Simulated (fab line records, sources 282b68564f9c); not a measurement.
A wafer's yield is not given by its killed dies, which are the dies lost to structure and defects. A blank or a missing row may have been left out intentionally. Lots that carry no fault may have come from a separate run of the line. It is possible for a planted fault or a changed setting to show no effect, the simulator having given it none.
fab line records	flow rit-cmos
record: lots: 13	wafers: 38	last-day: 7
route steps=202 shown M1@196
lots that met no fault: from a run of the same line without faults
start-h: hours from the record's opening day to when the first of the lot's shown wafers began	wait-h: how many hours have passed since the lot's step before this one	" repeats the value in the row above	L1.1+2: one row covering several wafers at once	- no value, or no start given	* or withheld: withheld	< > ~ a bound
route shown NAME@n: a module of which the file shows steps, and the number in the route of the first	usual: the fault-free wafers' mean and standard deviation	same: alike in all rows	chamber/n: place in a boat	sites: per-site readings	_std_site: the standard deviation of these	_edge_site: the outer-site mean with the inner-site mean subtracted	radius-mm: how far each site lies from the wafer's centre	mask NAME#n: copy n	behind: tool/chamber where the wafer was last shaped	hold: the reason the lot was held/the length of the hold in hours/how it ended	device: the transistor (n, p or np) that didn't switch	end of line: the route-end tests of the same wafers	a step without rows: its recipe alone	killed: not the wafer's yield, but the dies lost to structure and defects at the first sort	map: the dies of a wafer, with x for killed, . for not killed, _ for no die there
set.NAME: the run value of the setting; set.NAME@STEP: its run value at that earlier step	model.NAME: the simulator's own value behind a step, which no gauge read
steps of the route over a sample of lots; a table a step, a row a wafer
services: when a tool's chamber went out of use (start-h, in hours from the record's first day, below 0 if earlier), for how many hours, and the reason
== steps ==
step: RIT_M1_METAL_ETCH_12
recipe: stop-on: SiO2	chemistry: Cl2/BCl3	target: Al	time-s: 165	over-etch-frac: 0.5	pressure-mtorr: 100	target-depth-a: 6000	rf-w: 250	Cl2_flow_sccm: 60	bcl3-flow-sccm: 50
usual: bcl3-flow-sccm: 50.01/0.14	chamber-pressure-mTorr: 100.00/0.086	drypump-motor-current-A: 5.8/0.61	oes-product-au: 0.768/0.011	throttle-valve-pct: 8.27/0.081
lot.wafer	tool	chamber	start-h	wait-h	bcl3-flow-sccm	chamber-pressure-mTorr	drypump-motor-current-A	oes-product-au	rf-hours-counter-h	throttle-valve-pct
L675.1	rie-metal-02	1	57.64	0.2	49.74	99.95	6.7	0.771	1	8.20
L675.4	"	1	"	"	49.66	100.09	6.7	0.769	-	8.18
L675.5	"	0	"	"	49.93	100.03	5.1	0.750	-	8.29
L676.2	rie-metal-04	0	65.78	0.2	49.93	100.00	5.3	0.766	2	8.38
L676.4	"	0	"	"	50.08	99.98	5.3	0.760	-	8.39
L676.6	"	1	"	"	49.90	99.89	6.0	0.774	-	8.32
L677.2	rie-metal-03	0	71.05	0.2	50.08	100.03	6.6	0.778	39	8.20
L677.3	"	1	"	"	50.12	100.06	5.8	0.766	-	8.17
L677.5	"	0	"	"	50.14	99.99	6.6	0.782	-	8.21
L678.1	rie-metal-02	1	77.66	0.2	50.07	99.99	6.7	0.772	1	8.19
L678.3	"	1	"	"	49.87	100.04	6.7	0.767	-	8.18
L678.4	"	0	"	"	50.06	99.89	5.1	0.761	-	8.28
L683.1	rie-metal-03	0	104.25	0.2	50.09	99.96	6.6	0.760	39	8.20
L683.3	"	1	"	"	49.70	100.02	5.7	0.776	-	8.18
L683.5	"	1	"	"	49.90	99.99	5.7	0.763	-	8.18
L685.5	rie-metal-04	0	111.52	0.2	50.12	150.16	5.2	0.760	-	8.39
L685.6	"	1	"	"	50.12	99.97	5.9	0.778	-	8.32
L688.2	rie-metal-04	0	122.40	0.2	50.02	150.02	5.2	0.769	3	8.39
L688.3	"	0	"	"	49.94	150.01	5.2	0.772	-	8.38
L688.5	"	1	"	"	50.21	100.19	5.9	0.789	-	8.31
L690.1	rie-metal-02	0	135.22	0.2	49.90	99.95	5.1	0.765	2	8.29
L690.5	"	1	"	"	50.01	99.95	6.7	0.770	-	8.20
L690.6	"	0	"	"	49.83	100.02	5.1	0.754	-	8.29
L692.2	rie-metal-02	0	144.82	0.2	49.68	99.91	5.1	0.751	2	8.29
L692.3	"	1	"	"	50.10	99.86	6.7	0.771	-	8.20
L692.6	"	0	"	"	50.02	100.21	5.1	0.756	-	8.27
L694.1	rie-metal-02	0	155.21	0.2	50.00	100.04	5.2	0.755	2	8.28
L694.2	"	1	"	"	49.87	100.06	6.7	0.766	2	8.19
L694.5	"	1	"	"	49.94	99.95	6.7	0.776	-	8.19
L695.1	rie-metal-03	0	157.79	0.2	50.09	99.93	6.6	0.791	0	8.20
L695.2	"	1	"	"	49.83	99.94	5.8	0.788	0	8.17
L695.5	"	0	"	"	50.06	100.04	6.6	0.776	-	8.20
L697.1	rie-metal-02	1	169.55	0.2	50.03	100.02	6.7	0.771	2	8.21
L697.2	"	0	"	"	50.09	100.07	5.1	0.754	2	8.29
L697.4	"	0	"	"	49.90	100.06	5.1	0.737	-	8.30
L698.2	rie-metal-03	0	172.09	0.2	49.99	99.95	6.6	0.767	0	8.20
L698.5	"	1	"	"	50.20	100.06	5.7	0.786	-	8.16
L698.6	"	0	"	"	49.99	100.20	6.6	0.765	-	8.22
step: RIT_M1_PROBE_99
usual: defect-limited-yield: 97.4/1	killed-at-contacts: 0.1/0.3	killed-at-front-end: 6.7/2.6	killed-dies: 6.8/2.6	killed-open: 3.3/1.7	killed-short: 3.4/2	sort_bin_3_pad_short: 0.1/0.24	sort_bin_5_function: 1.5/0.77	sort_bin_6_memory: 1.0/0.61	sort-n-pass: 257.2/2.6	sort-yield-pct: 97.4/1
same: gross-dies: 264	killed_at_M0_to_M3: 0	killed_at_M4_up: 0	killed-at-back-side: 0	killed-at-other: 0
lot.wafer	tool	chamber	start-h	wait-h	defect-limited-yield[%]	killed-at-contacts	killed-at-front-end	killed-dies	killed-open	killed-short	sort_bin_3_pad_short[%]	sort_bin_5_function[%]	sort_bin_6_memory[%]	sort-n-pass	sort-yield-pct[%]
L675.1	prober-01	-	59.90	0.1	95.8	0	11	11	5	6	1.1	2.7	0.4	253.0	95.8
L675.4	prober-01	-	60.05	0.2	97.7	1	5	6	2	2	0	1.5	0.8	258.0	97.7
L675.5	prober-01	-	60.10	0.2	96.6	1	8	9	5	3	0.4	2.7	0.4	255.0	96.6
L676.2	prober-02	-	68.10	0.1	98.5	0	4	4	1	3	0	0.8	0.8	260.0	98.5
L676.4	prober-02	-	68.20	0.2	95.5	0	12	12	6	6	0.4	1.5	2.7	252.0	95.5
L676.6	prober-02	-	68.30	0.2	98.1	0	5	5	2	3	0	1.5	0.4	259.0	98.1
L677.2	prober-01	-	73.37	0.1	95.5	1	11	12	7	5	0.4	2.3	1.9	252.0	95.5
L677.3	prober-01	-	73.42	0.2	95.8	0	11	11	5	6	0	2.7	1.5	253.0	95.8
L677.5	prober-01	-	73.52	0.2	96.6	0	9	9	3	6	0.4	1.9	1.1	255.0	96.6
L678.1	prober-02	-	79.91	0.1	98.9	0	3	3	3	0	0	0.4	0.8	261.0	98.9
L678.3	prober-02	-	80.01	0.2	97.7	0	6	6	2	4	0.4	0.4	1.5	258.0	97.7
L678.4	prober-02	-	80.06	0.2	97.0	0	8	8	6	2	0	2.3	0.8	256.0	97.0
L683.1	prober-02	-	106.54	0.1	97.7	0	6	6	3	2	0	1.5	0.8	258.0	97.7
L683.3	prober-02	-	106.64	0.2	98.1	0	5	5	2	1	0	1.1	0.8	259.0	98.1
L683.5	prober-02	-	106.74	0.2	97.0	0	8	8	3	5	0.4	1.9	0.8	256.0	97.0
L685.5	prober-01	-	113.86	0.2	98.1	0	5	5	1	4	0	1.1	0.8	259.0	98.1
L685.6	prober-01	-	113.91	0.2	98.5	0	4	4	1	3	0	0.8	0.8	260.0	98.5
L688.2	prober-01	-	124.77	0.1	98.5	0	4	4	3	1	0	0.8	0.8	260.0	98.5
L688.3	prober-01	-	124.82	0.2	98.9	0	3	3	3	0	0	0.4	0.8	261.0	98.9
L688.5	prober-01	-	124.92	0.2	97.3	1	6	7	2	5	0	1.5	1.1	257.0	97.3
L690.1	prober-01	-	137.47	0.1	98.1	0	5	5	5	0	0	0.8	1.1	259.0	98.1
L690.5	prober-01	-	137.67	0.2	97.0	0	8	8	6	2	0.4	1.9	0.8	256.0	97.0
L690.6	prober-01	-	137.72	0.2	98.1	0	5	5	2	3	0	1.5	0.4	259.0	98.1
L692.2	prober-02	-	147.13	0.1	96.2	0	10	10	5	5	0.4	1.9	1.5	254.0	96.2
L692.3	prober-02	-	147.18	0.2	98.1	0	5	5	2	3	0	1.1	0.8	259.0	98.1
L692.6	prober-02	-	147.33	0.2	98.1	0	5	5	3	2	0	0.4	1.5	259.0	98.1
L694.1	prober-02	-	157.47	0.1	96.2	0	10	10	4	6	0	2.3	1.5	254.0	96.2
L694.2	prober-02	-	157.52	0.1	98.5	0	4	4	3	1	0	0.8	0.8	260.0	98.5
L694.5	prober-02	-	157.67	0.2	98.1	0	5	5	5	0	0	1.5	0.4	259.0	98.1
L695.1	prober-01	-	160.04	0.1	98.9	0	3	3	2	1	0.4	0.4	0.4	261.0	98.9
L695.2	prober-01	-	160.09	0.1	97.3	0	7	7	3	4	0	1.1	1.5	257.0	97.3
L695.5	prober-01	-	160.24	0.2	97.3	0	7	7	2	5	0	1.1	1.5	257.0	97.3
L697.1	prober-01	-	171.80	0.1	97.3	0	7	7	5	2	0	1.9	0.8	257.0	97.3
L697.2	prober-01	-	171.85	0.1	96.6	0	9	9	4	5	0	1.5	1.9	255.0	96.6
L697.4	prober-01	-	171.95	0.2	98.1	0	5	5	2	3	0	1.5	0.4	259.0	98.1
L698.2	prober-02	-	174.39	0.1	97.7	0	6	6	1	5	0	1.1	1.1	258.0	97.7
L698.5	prober-02	-	174.54	0.2	98.9	0	3	3	1	2	0.4	0.4	0.4	261.0	98.9
L698.6	prober-02	-	174.59	0.2	97.7	1	5	6	4	2	0	1.1	1.1	258.0	97.7
killed by level:class
L675.1 SPACER:geometric-particle:short=3 FOX1:geometric-particle:open=2 GATE:geometric-particle:short=2 FOX2:geometric-particle:open=1 GATE:geometric-particle:open=1 REOX:geometric-particle:open=1 SILICIDE:geometric-particle:short=1
L675.4 GATE:geometric-particle:open=2 FOX1:geometric-particle:short=1 SPACER:geometric-particle:short=1 NWELL:coat-microbubble-printed=1 CONTACT:coat-microbubble-printed=1
L675.5 REOX:geometric-particle:open=2 FOX1:geometric-particle:short=1 FOX1:geometric-particle:open=1 GATE:geometric-particle:open=1 GATE:geometric-particle:short=1 SPACER:geometric-particle:open=1 SPACER:geometric-particle:short=1 CONTACT:coat-microbubble-printed=1
L676.2 GATE:geometric-particle:short=2 FOX1:geometric-particle:short=1 GATE:geometric-particle:open=1
L676.4 GATE:geometric-particle:short=5 GATE:geometric-particle:open=3 REOX:geometric-particle:open=2 FOX1:geometric-particle:open=1 REOX:geometric-particle:short=1
L676.6 GATE:geometric-particle:open=2 FOX1:geometric-particle:short=1 GATE:geometric-particle:short=1 REOX:geometric-particle:short=1
L677.2 GATE:geometric-particle:short=2 GATE:geometric-particle:open=2 SILICIDE:geometric-particle:open=2 FOX1:geometric-particle:short=1 FOX2:geometric-particle:short=1 REOX:geometric-particle:open=1 SPACER:geometric-particle:open=1 SILICIDE:geometric-particle:short=1
L677.3 FOX1:geometric-particle:short=2 GATE:geometric-particle:open=2 GATE:geometric-particle:short=2 SPACER:geometric-particle:open=2 FOX1:geometric-particle:open=1 FOX2:geometric-particle:short=1 SPACER:geometric-particle:short=1
L677.5 GATE:geometric-particle:open=2 GATE:geometric-particle:short=2 FOX1:geometric-particle:short=1 REOX:geometric-particle:short=1 REOX:geometric-particle:open=1 SPACER:geometric-particle:short=1 SILICIDE:geometric-particle:short=1
L678.1 FOX1:geometric-particle:open=1 FOX2:geometric-particle:open=1 GATE:geometric-particle:open=1
L678.3 REOX:geometric-particle:short=2 GATE:geometric-particle:open=1 SPACER:geometric-particle:short=1 SILICIDE:geometric-particle:open=1 SILICIDE:geometric-particle:short=1
L678.4 FOX1:geometric-particle:open=3 GATE:geometric-particle:open=2 FOX1:geometric-particle:short=1 FOX2:geometric-particle:short=1 SPACER:geometric-particle:open=1
L683.1 FOX1:geometric-particle:open=2 REOX:geometric-particle:short=2 GATE:geometric-particle:open=1 PWELL:coat-microbubble-printed=1
L683.3 PWELL:coat-microbubble-printed=2 FOX1:geometric-particle:open=1 FOX1:geometric-particle:short=1 REOX:geometric-particle:open=1
L683.5 GATE:geometric-particle:short=2 REOX:geometric-particle:open=2 FOX1:geometric-particle:short=1 GATE:geometric-particle:open=1 REOX:geometric-particle:short=1 SPACER:geometric-particle:short=1
L685.5 GATE:geometric-particle:short=2 SPACER:geometric-particle:short=2 FOX1:geometric-particle:open=1
L685.6 GATE:geometric-particle:open=1 GATE:geometric-particle:short=1 REOX:geometric-particle:short=1 SPACER:geometric-particle:short=1
L688.2 GATE:geometric-particle:open=2 GATE:geometric-particle:short=1 SPACER:geometric-particle:open=1
L688.3 GATE:geometric-particle:open=1 SPACER:geometric-particle:open=1 SILICIDE:geometric-particle:open=1
L688.5 GATE:geometric-particle:short=4 GATE:geometric-particle:open=2 CONTACT:geometric-particle:short=1
L690.1 REOX:geometric-particle:open=3 SPACER:geometric-particle:open=1 SILICIDE:geometric-particle:open=1
L690.5 FOX2:geometric-particle:open=2 GATE:geometric-particle:open=2 SPACER:geometric-particle:open=2 GATE:geometric-particle:short=1 REOX:geometric-particle:short=1
L690.6 REOX:geometric-particle:short=2 GATE:geometric-particle:short=1 SPACER:geometric-particle:open=1 SILICIDE:geometric-particle:open=1
L692.2 GATE:geometric-particle:open=3 REOX:geometric-particle:short=2 SPACER:geometric-particle:short=2 FOX2:geometric-particle:open=1 GATE:geometric-particle:short=1 SILICIDE:geometric-particle:open=1
L692.3 GATE:geometric-particle:short=2 GATE:geometric-particle:open=1 REOX:geometric-particle:open=1 SPACER:geometric-particle:short=1
L692.6 GATE:geometric-particle:open=2 FOX2:geometric-particle:open=1 GATE:geometric-particle:short=1 SILICIDE:geometric-particle:short=1
L694.1 GATE:geometric-particle:open=2 GATE:geometric-particle:short=2 SILICIDE:geometric-particle:short=2 FOX2:geometric-particle:short=1 REOX:geometric-particle:short=1 SPACER:geometric-particle:open=1 SILICIDE:geometric-particle:open=1
L694.2 FOX2:geometric-particle:open=1 GATE:geometric-particle:open=1 GATE:geometric-particle:short=1 SILICIDE:geometric-particle:open=1
L694.5 GATE:geometric-particle:open=2 SPACER:geometric-particle:open=2 FOX1:geometric-particle:open=1
L695.1 GATE:geometric-particle:open=2 GATE:geometric-particle:short=1
L695.2 SPACER:geometric-particle:short=2 FOX1:geometric-particle:short=1 GATE:geometric-particle:short=1 REOX:geometric-particle:open=1 SPACER:geometric-particle:open=1 SILICIDE:geometric-particle:open=1
L695.5 FOX1:geometric-particle:short=2 GATE:geometric-particle:short=2 GATE:geometric-particle:open=1 SPACER:geometric-particle:short=1 SPACER:geometric-particle:open=1
L697.1 SPACER:geometric-particle:open=2 FOX1:geometric-particle:open=1 GATE:geometric-particle:short=1 GATE:geometric-particle:open=1 REOX:geometric-particle:open=1 SPACER:geometric-particle:short=1
L697.2 REOX:geometric-particle:short=3 REOX:geometric-particle:open=2 FOX1:geometric-particle:open=1 FOX1:geometric-particle:short=1 GATE:geometric-particle:short=1 SILICIDE:geometric-particle:open=1
L697.4 GATE:geometric-particle:short=2 GATE:geometric-particle:open=1 REOX:geometric-particle:short=1 SILICIDE:geometric-particle:open=1
L698.2 REOX:geometric-particle:short=3 SILICIDE:geometric-particle:short=2 FOX1:geometric-particle:open=1
L698.5 FOX1:geometric-particle:short=1 REOX:geometric-particle:short=1 REOX:geometric-particle:open=1
L698.6 FOX1:geometric-particle:short=1 FOX1:geometric-particle:open=1 GATE:geometric-particle:short=1 REOX:geometric-particle:open=1 SILICIDE:geometric-particle:open=1 CONTACT:geometric-particle:open=1
== services ==
tool	chamber	start-h	hours	kind
rie-metal-03	-	56.12	1.0	repair
rie-metal-04	-	85.24	4.0	pm
rie-metal-04	1	93.45	13.3	repair
rie-metal-02	1	101.43	8.8	repair
rie-metal-03	-	136.12	20.0	pm
rie-metal-03	0	136.12	20.0	vent-cycle
rie-metal-03	1	136.12	20.0	vent-cycle
rie-metal-03	0	156.12	-	clean
rie-metal-03	1	156.12	-	clean
== key ==
first-sign: step: RIT_M1_METAL_ETCH_12	reading: chamber-pressure-mTorr	direction: up	sigmas: 99+	usual: 100.00	struck: 150.06
effect none on later readings
met-at RIT_M1_METAL_ETCH_12
struck-lots L685,L688
struck-wafers L685.5,L688.2,L688.3
onset-between 65.78 111.52
fault: kind: process-parameter-drift	tool: rie-metal-04	chamber: 0	onset-h: 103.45	steps: RIT_M1_METAL_ETCH_12	channel: pressure-mtorr	offset: 50	shape: step	end-h: 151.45	stated: 100
